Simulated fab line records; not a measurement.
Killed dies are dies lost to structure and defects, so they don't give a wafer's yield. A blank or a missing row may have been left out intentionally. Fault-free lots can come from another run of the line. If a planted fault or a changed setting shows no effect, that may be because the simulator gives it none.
fab line records | flow berkeleyCmos170
record lots=5 wafers=15 lastDay=13
route steps=331 shown NSD@207 PLDD@208 NLDD@209 SILICIDE@210 CONTACT@216
lots that met no fault: taken from a fault-free run of the same line
startH: the number of hours between the record's first day and the start of the first shown wafer of the lot | waitH: hours from the lot's prior step to this one | " repeats the value in the row above | L1.1+2: a single row standing in for several wafers | - value missing, or start not given | * or withheld: withheld | < > ~ a bound
route shown NAME@n: names a module that has steps shown in the file, with the first one's number in the route | usual: mean/standard deviation taken from wafers without a fault | same: alike in all rows | chamber/n: place in a boat | sites: per-site readings | _std_site: their standard deviation | _edge_site: inner sites' mean taken away from outer sites' mean | radiusMm: how far each site lies from the wafer's centre | mask NAME#n: copy n | behind: the tool/chamber that last shaped the wafer | hold: the reason the lot was held/the length of the hold in hours/how it ended | device: transistor that didn't switch, given as n, p or np | end of line: the tests these same wafers got at the end of their route | where a step has no rows: the recipe by itself | killed: at the first sort, the dies lost to defects and structure; wafer yield is something else | map: shows each die of a wafer: x if killed, . if not, _ if none is there
set.NAME: the setting the step ran with; set.NAME@STEP: the setting that earlier step ran with | model.NAME: the simulator's own value behind a step, which no gauge read
lots at selected steps of the route; one table per step, one row per wafer
services: when a tool's chamber went out of use (startH, in hours from the record's first day, below 0 if earlier), for how many hours, and the reason
## steps
# step UCB170_SDANNEAL_RS_MEAS_03
# recipe thkMeasGauge=four-point-probe
# usual NSD_RS=37.26/0.097
# columns lot.wafer tool chamber startH waitH NSD_RS[ohm/sq]
L079.1 filmMetro-02 - 203.04 0.1 37.19
L079.2 " - " " 37.05
L079.3 " - " " 37.14
L086.1 filmMetro-03 - 237.46 0.1 37.25
L086.4 " - " " 37.28
L086.6 " - " " 37.26
L087.1 filmMetro-04 - 237.49 0.1 37.05
L087.4 " - " " 37.21
L087.5 " - " " 37.15
L089.1 filmMetro-04 - 262.35 0.1 37.27
L089.2 " - " " 37.25
L089.4 " - " " 37.36
L095.2 filmMetro-03 - 296.53 0.1 37.12
L095.4 " - " " 37.19
L095.6 " - " " 37.26
# step UCB170_SDANNEAL_RS_MEAS_04
# recipe thkMeasGauge=four-point-probe
# usual PLDD_RS=1031.6/2.7
# columns lot.wafer tool chamber startH waitH PLDD_RS[ohm/sq]
L079.1 filmMetro-02 - 203.16 0.1 1029.7
L079.2 " - " " 1026.7
L079.3 " - " " 1031.3
L086.1 filmMetro-03 - 237.58 0.1 1033.6
L086.4 " - " " 1032.4
L086.6 " - " " 1030.4
L087.1 filmMetro-04 - 237.61 0.1 1028.6
L087.4 " - " " 1029.8
L087.5 " - " " 1030.2
L089.1 filmMetro-04 - 262.47 0.1 1028.4
L089.2 " - " " 1027.0
L089.4 " - " " 1028.7
L095.2 filmMetro-03 - 296.65 0.1 1033.6
L095.4 " - " " 1034.5
L095.6 " - " " 1030.7
# step UCB170_SDANNEAL_RS_MEAS_05
# recipe thkMeasGauge=four-point-probe
# usual NLDD_RS=616.1/1.6
# columns lot.wafer tool chamber startH waitH NLDD_RS[ohm/sq]
L079.1 filmMetro-02 - 203.28 0.1 614.1
L079.2 " - " " 615.0
L079.3 " - " " 614.5
L086.1 filmMetro-03 - 237.70 0.1 615.2
L086.4 " - " " 616.2
L086.6 " - " " 615.7
L087.1 filmMetro-04 - 237.73 0.1 617.9
L087.4 " - " " 616.9
L087.5 " - " " 617.9
L089.1 filmMetro-04 - 262.59 0.1 617.0
L089.2 " - " " 615.1
L089.4 " - " " 616.3
L095.2 filmMetro-03 - 296.77 0.1 616.0
L095.4 " - " " 617.1
L095.6 " - " " 617.6
# step UCB170_SILICIDE_PRE_CLEAN_00
# recipe gas=Ar precleanEtchTimeS=60
# columns lot.wafer tool chamber startH waitH
L079.1+2+3 pvdSputter-03 - 203.40 0.1
L086.1+4+6 pvdSputter-04 - 237.82 0.1
L087.1+4+5 pvdSputter-01 - 237.85 0.1
L089.1+2+4 pvdSputter-03 - 262.71 0.1
L095.2+4+6 pvdSputter-04 - 296.87 0.1
# step UCB170_SILICIDE_SPUTTER_01
# recipe material=Ti targetThkNm=30 timeS=25 powerW=1500 chamberPressurePa=0.5
# usual throttleValvePct=29.5/1.2
# columns lot.wafer tool chamber startH waitH throttleValvePct
L079.1 pvdSputter-03 - 203.47 0.0 29.8
L079.2 " - " " 28.7
L079.3 " - " " 29.1
L086.1 pvdSputter-04 - 237.89 0.0 30.1
L086.4 " - " " 30.0
L086.6 " - " " 30.5
L087.1 pvdSputter-01 - 237.92 0.0 27.1
L087.4 " - " " 30.4
L087.5 " - " " 29.5
L089.1 pvdSputter-03 - 262.78 0.0 29.7
L089.2 " - " " 28.5
L089.4 " - " " 28.7
L095.2 pvdSputter-04 - 296.94 0.0 31.4
L095.4 " - " " 30.4
L095.6 " - " " 30.5
# step UCB170_SILICIDE_RS_MEAS_02
# recipe thkMeasGauge=four-point-probe reads=Ti_of_SILICIDE_SPUTTER_01
# usual SILICIDE_TI_RS=26.1/0.4
# columns lot.wafer tool chamber startH waitH SILICIDE_TI_RS[ohm/sq]
L079.1 filmMetro-02 - 203.50 0.0 26.3
L079.2 " - " " 27.0
L079.3 " - " " 26.8
L086.1 filmMetro-02 - 237.92 0.0 25.9
L086.4 " - " " 25.7
L086.6 " - " " 25.7
L087.1 filmMetro-01 - 237.95 0.0 27.4
L087.4 " - " " 26.7
L087.5 " - " " 27.0
L089.1 filmMetro-02 - 262.87 0.1 26.2
L089.2 " - " " 26.4
L089.4 " - " " 26.6
L095.2 filmMetro-01 - 296.99 0.0 25.6
L095.4 " - " " 26.1
L095.6 " - " " 26.1
# step UCB170_SILICIDE_THK_MEAS_03
# recipe thkMeasGauge=xrf reads=Ti_of_SILICIDE_SPUTTER_01
# usual SILICIDE_TI_THK=30.0/0.44
# columns lot.wafer tool chamber startH waitH SILICIDE_TI_THK[nm]
L079.1 filmMetro-02 - 203.62 0.1 29.7
L079.2 " - " " 29.1
L079.3 " - " " 29.3
L086.1 filmMetro-02 - 238.04 0.1 30.1
L086.4 " - " " 30.5
L086.6 " - " " 30.3
L087.1 filmMetro-01 - 238.07 0.1 28.8
L087.4 " - " " 29.4
L087.5 " - " " 29.2
L089.1 filmMetro-02 - 262.99 0.1 29.9
L089.2 " - " " 29.8
L089.4 " - " " 29.6
L095.2 filmMetro-01 - 297.10 0.1 30.9
L095.4 " - " " 30.1
L095.6 " - " " 30.3
# step UCB170_SILICIDE_RTA_04
# recipe tempC=650 timeS=15 ambient=N2
# usual lampPowerPct=10.0/1.1 wafer_temp_C_max=652.3/0.45
# columns lot.wafer tool chamber startH waitH lampPowerPct wafer_temp_C_max
L079.1 rtpAnneal-01 0 203.68 0.1 11.4 652.4
L079.2 " 0 " " 11.4 652.0
L079.3 " 0 " " 11.4 652.4
L086.1 rtpAnneal-01 0 238.10 0.1 11.4 652.3
L086.4 " 0 " " 11.4 652.5
L086.6 " 0 " " 11.4 652.5
L087.1 rtpAnneal-02 0 238.13 0.1 9.1 652.1
L087.4 " 0 " " 9.1 652.7
L087.5 " 0 " " 9.1 652.1
L089.1 rtpAnneal-02 0 263.05 0.1 9.1 652.0
L089.2 " 0 " " 9.1 653.5
L089.4 " 0 " " 9.1 652.0
L095.2 rtpAnneal-02 0 297.16 0.1 9.0 653.6
L095.4 " 0 " " 9.1 652.1
L095.6 " 0 " " 9.1 652.1
# step UCB170_SILICIDE_WET_ETCH_05
# recipe chemistry=SPM timeS=45 tempC=120 target=Ti
# usual tempC=120.01/0.15
# columns lot.wafer tool chamber startH waitH tempC
L079.1 wetBench-01 0 203.75 0.1 119.97
L079.2 " 0 " " 120.00
L079.3 " 0 " " 119.95
L086.1 wetBench-03 3 238.91 0.8 120.10
L086.4 " 3 " " 120.12
L086.6 " 3 " " 120.18
L087.1 wetBench-03 0 238.91 0.8 119.85
L087.4 " 0 " " 119.70
L087.5 " 0 " " 119.82
L089.1 wetBench-01 0 263.17 0.1 120.24
L089.2 " 0 " " 120.35
L089.4 " 0 " " 120.12
L095.2 wetBench-01 1 297.22 0.1 120.00
L095.4 " 1 " " 120.08
L095.6 " 1 " " 119.84
# step UCB170_CONTACT_CLEAN_00
# recipe chemistry=SPM tempC=120 timeS=600
# usual tempC=120.00/0.13
# columns lot.wafer tool chamber startH waitH tempC
L079.1 wetBench-01 3 203.78 0.0 120.12
L079.2 " 3 " " 119.93
L079.3 " 3 " " 120.06
L086.1 wetBench-03 2 238.94 0.0 119.43
L086.4 " 2 " " 119.87
L086.6 " 2 " " 119.99
L087.1 wetBench-03 3 238.94 0.0 119.96
L087.4 " 3 " " 119.93
L087.5 " 3 " " 119.88
L089.1 wetBench-01 1 263.19 0.0 120.08
L089.2 " 1 " " 120.03
L089.4 " 1 " " 119.93
L095.2 wetBench-03 2 297.24 0.0 120.04
L095.4 " 2 " " 119.98
L095.6 " 2 " " 120.02
# step UCB170_CONTACT_CVD_01
# recipe material=PSG targetThkNm=700 tempC=450 precursor=SiH4/O2/PH3 timeS=2820 pressureMtorr=300 sih4FlowSccm=60 o2FlowSccm=90 ph3FlowSccm=25
# usual sih4FlowSccm=60.03/0.18 spikeTcSourceC=468.5/1.9 zonePowerLoadPct=6.5/0.47
# columns lot.wafer tool chamber startH waitH sih4FlowSccm spikeTcSourceC zonePowerLoadPct
L079.1 lpcvd-01 1 204.15 0.2 59.97 466.5 6.8
L079.2 " 1 " " 59.80 468.2 6.9
L079.3 " 1 " " 59.87 466.4 6.9
L086.1 lpcvd-02 0 239.14 0.0 60.25 468.9 6.2
L086.4 " 0 " " 60.19 467.5 6.2
L086.6 " 0 " " 60.28 470.1 6.2
L087.1 lpcvd-02 1 239.14 0.0 60.01 470.5 7.6
L087.4 " 1 " " 60.14 470.5 7.6
L087.5 " 1 " " 60.21 469.5 7.5
L089.1 lpcvd-01 1 263.37 0.0 59.98 465.5 7.0
L089.2 " 1 " " 60.20 466.0 6.9
L089.4 " 1 " " 60.22 466.4 6.9
L095.2 lpcvd-01 0 297.42 0.0 59.61 470.4 6.4
L095.4 " 0 " " 59.74 470.6 6.4
L095.6 " 0 " " 59.83 470.1 6.4
# step UCB170_CONTACT_THK_MEAS_02
# recipe reads=PSG_of_CONTACT_CVD_01
# usual CONTACT_PSG_THK=701/5.8
# columns lot.wafer tool chamber startH waitH CONTACT_PSG_THK[nm]
L079.1 filmMetro-03 - 205.93 0.0 706
L079.2 " - " " 708
L079.3 " - " " 707
L086.1 filmMetro-01 - 240.92 0.0 713
L086.4 " - " " 713
L086.6 " - " " 712
L087.1 filmMetro-02 - 240.92 0.0 714
L087.4 " - " " 709
L087.5 " - " " 705
L089.1 filmMetro-01 - 265.15 0.0 693
L089.2 " - " " 694
L089.4 " - " " 695
L095.2 filmMetro-02 - 300.10 0.0 696
L095.4 " - " " 697
L095.6 " - " " 691
# step UCB170_CONTACT_HMDS_03
# recipe primeTimeS=60 primeTempC=100
# columns lot.wafer tool chamber startH waitH
L079.1+2+3 lithoTrack-01 0 205.99 0.1
L086.1+4+6 lithoTrack-01 0 241.01 0.1
L087.1+4+5 lithoTrack-04 0 241.17 0.2
L089.1+2+4 lithoTrack-04 0 265.21 0.1
L095.2+4+6 lithoTrack-04 0 300.23 0.1
# step UCB170_CONTACT_COAT_04
# recipe resist=KrF spinRpm=1500 resistThkNm=900
# columns lot.wafer tool chamber startH waitH
L079.1+2+3 lithoTrack-01 0 206.14 0.1
L086.1+4+6 lithoTrack-01 0 241.16 0.1
L087.1+4+5 lithoTrack-04 0 241.32 0.1
L089.1+2+4 lithoTrack-04 0 265.36 0.1
L095.2+4+6 lithoTrack-04 0 300.38 0.1
# step UCB170_CONTACT_SOFTBAKE_05
# recipe resist=KrF tempC=130 timeS=60
# columns lot.wafer tool chamber startH waitH
L079.1+2+3 lithoTrack-01 0 206.29 0.1
L086.1+4+6 lithoTrack-01 0 241.31 0.1
L087.1+4+5 lithoTrack-04 0 241.47 0.1
L089.1+2+4 lithoTrack-04 0 265.51 0.1
L095.2+4+6 lithoTrack-04 0 300.53 0.1
# step UCB170_CONTACT_STRIP_06
# recipe chemistry=O2 powerW=400 pressureMtorr=3500 platenTempC=withheld o2FlowSccm=400 overashFraction=0.5
# usual drypumpMotorCurrentA=5.5/0.32 oesProductAu=0.735/0.0041 stripTimeToEndpointS=21.97/0.065
# same overashFraction=0.5
# columns lot.wafer tool chamber startH waitH drypumpMotorCurrentA oesProductAu rfHoursCounterH stripTimeToEndpointS
L079.1 plasmaAsher-04 1 206.44 0.1 5.7 0.737 41 22.03
L079.2 " 0 " " 5.4 0.742 41 22.02
L079.3 " 0 " " 5.4 0.734 - 21.93
L086.1 plasmaAsher-02 1 241.46 0.1 5.3 0.737 54 21.99
L086.4 " 1 " " 5.3 0.733 - 21.92
L086.6 " 0 " " 5.9 0.742 - 21.95
L087.1 plasmaAsher-01 0 241.62 0.1 5.0 0.738 12 21.82
L087.4 " 0 " " 5.0 0.735 - 21.85
L087.5 " 1 " " 5.8 0.734 - 21.87
L089.1 plasmaAsher-01 1 265.66 0.1 5.8 0.744 14 22.02
L089.2 " 0 " " 4.9 0.733 14 21.94
L089.4 " 0 " " 4.9 0.742 - 21.96
L095.2 plasmaAsher-02 0 300.65 0.1 5.9 0.734 60 21.99
L095.4 " 0 " " 5.8 0.729 - 21.92
L095.6 " 1 " " 5.3 0.727 - 21.96
# step UCB170_CONTACT_CLEAN_07
# recipe chemistry=SPM tempC=120 timeS=600
# usual tempC=120.01/0.15
# columns lot.wafer tool chamber startH waitH tempC
L079.1 wetBench-01 3 206.54 0.1 119.85
L079.2 " 3 " " 119.95
L079.3 " 3 " " 119.99
L086.1 wetBench-02 1 241.56 0.1 120.29
L086.4 " 1 " " 120.12
L086.6 " 1 " " 120.09
L087.1 wetBench-01 0 241.72 0.1 120.03
L087.4 " 0 " " 119.94
L087.5 " 0 " " 119.98
L089.1 wetBench-01 0 265.84 0.1 119.98
L089.2 " 0 " " 119.98
L089.4 " 0 " " 119.84
L095.2 wetBench-01 3 300.75 0.1 120.13
L095.4 " 3 " " 120.14
L095.6 " 3 " " 120.12
# step UCB170_CONTACT_RTA_08
# recipe tempC=900 timeS=10 ambient=N2
# usual lampPowerPct=23.9/2.7 wafer_temp_C_max=903.1/0.69
# columns lot.wafer tool chamber startH waitH lampPowerPct wafer_temp_C_max
L079.1 rtpAnneal-02 0 206.72 0.0 21.2 903.4
L079.2 " 0 " " 21.1 903.1
L079.3 " 0 " " 21.1 902.8
L086.1 rtpAnneal-01 0 241.75 0.0 26.6 902.9
L086.4 " 0 " " 26.6 902.1
L086.6 " 0 " " 26.6 902.3
L087.1 rtpAnneal-02 0 241.90 0.0 21.1 902.0
L087.4 " 0 " " 21.1 902.9
L087.5 " 0 " " 21.1 903.9
L089.1 rtpAnneal-01 0 266.01 0.0 26.6 904.3
L089.2 " 0 " " 26.6 903.6
L089.4 " 0 " " 26.6 903.9
L095.2 rtpAnneal-01 0 300.94 0.0 26.6 903.3
L095.4 " 0 " " 26.6 903.3
L095.6 " 0 " " 26.6 904.4
# step UCB170_CONTACT_COAT_09
# recipe resist=BARC tempC=withheld timeS=withheld spinRpm=3000 resistThkNm=withheld
# columns lot.wafer tool chamber startH waitH
L079.1+2+3 lithoTrack-04 0 206.78 0.1
L086.1+4+6 lithoTrack-03 0 241.88 0.1
L087.1+4+5 lithoTrack-04 0 241.96 0.1
L089.1+2+4 lithoTrack-04 0 266.29 0.3
L095.2+4+6 lithoTrack-03 0 301.02 0.1
# step UCB170_CONTACT_COAT_10
# recipe resist=KrF spinRpm=1500 resistThkNm=900
# columns lot.wafer tool chamber startH waitH
L079.1+2+3 lithoTrack-04 0 - -
L086.1+4+6 lithoTrack-03 0 - -
L087.1+4+5 lithoTrack-04 0 - -
L089.1+2+4 lithoTrack-04 0 - -
L095.2+4+6 lithoTrack-03 0 - -
## services
# columns tool chamber startH hours kind
pvdSputter-04 - 190.71 1.8 repair
pvdSputter-04 - 203.16 1.7 repair
pvdSputter-04 - 209.02 7.3 repair
pvdSputter-01 - 227.31 1.4 repair
wetBench-03 - 249.58 4.4 pm
pvdSputter-01 - 254.48 2.0 repair
plasmaAsher-04 - 277.98 1.4 repair
## key
fault none
